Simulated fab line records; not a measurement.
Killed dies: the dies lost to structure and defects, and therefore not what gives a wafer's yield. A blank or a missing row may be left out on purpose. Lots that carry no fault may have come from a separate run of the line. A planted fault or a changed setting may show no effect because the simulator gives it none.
Code-filled problem report in 8D (eight disciplines) form -- flow rit-cmos -- the parts of the form that need people (team, actions taken, sign-off) are left out

1. THE PROBLEM
Mean FOX1_OXIDE_THK at RIT_FOX1_THK_MEAS_01: 235 nm over 6 wafers in 2 lots; fault-free wafers: 352 nm, standard deviation 5.6. That puts it -21 standard deviations away from the usual mean.
Seen first at day 3 14:44 on film-metro-03, wafer L703.1. The record has a number at this step for 36 wafers belonging to 12 lots. By rule, "out" or "out of limits" means more than 4 standard deviations away from the usual mean. The rest of the wafers with a number are treated as sound.

2. WHAT IT IS, WHAT IT ISN'T
question,is,is not
which readings at this step,FOX1_OXIDE_THK,-
which lots,"L703, L705","L694, L695, L699, L706, L707, L708, L711, L713, L714, L716"
which wafers of those lots,all that have a number,-
read on which gauges,"film-metro-02, film-metro-03",film-metro-01
when,from day 3 14:44,"up to then (9 sound wafers); but 21 sound wafers of L706, L707, L708, L711, L713, L714, L716 came after"

3. THE SUSPECTS, EACH WITH WHAT RULES IT OUT
Counting: a tool stays on the suspect list if, at a process step up to the reading, it processed all lots that are out and no sound lot following the first of them.
- the gauge at RIT_FOX1_THK_MEAS_01: ruled out. The wafers that are out were read on 2 gauges (film-metro-02, film-metro-03).
- furnace-01 at RIT_FOX1_OXIDATION_00 (target thk 350.7 nm, ox time 1130 s): kept. It ran every lot that is out, first L703 (day 3 13:26), and no sound lot after that.
Left after counting: furnace-01 at RIT_FOX1_OXIDATION_00.

4. THE CAUSE (what the simulator had put in)
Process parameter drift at RIT_FOX1_OXIDATION_00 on furnace-01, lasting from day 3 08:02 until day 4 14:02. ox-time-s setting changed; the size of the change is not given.
Only this tool survived the counting.

5. THE EFFECT CHAIN, in route order
Each row: a reading whose mean over the struck wafers that have a number lies more than 3 standard deviations from the usual. Readings are gone through only where the record gives a usual standard deviation; hours: the median, over the lots, of the time from a lot's start at the first step in this table giving one to that lot's start at this step; sigmas: the change measured in usual standard deviations.
hours,step,reading,usual,on struck wafers,change,sigmas
0,RIT_FOX1_THK_MEAS_01,FOX1_OXIDE_THK,352 nm,235,-117,-21

6. WHAT WOULD HAVE CAUGHT IT SOONER
The first out-of-limits reading at a measuring or inspecting step in this record came at day 3 14:44, 7 hours after the fault's start at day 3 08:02.
Tool readings at RIT_FOX1_OXIDATION_00 with a usual standard deviation given in the record: none out on any struck wafer, hence no alarm at a limit of 4 standard deviations on them.
Among the 2 lots that are out, L705 began RIT_FOX1_OXIDATION_00 on furnace-01 after day 3 14:44. Putting the tool on hold at that point would have spared it.
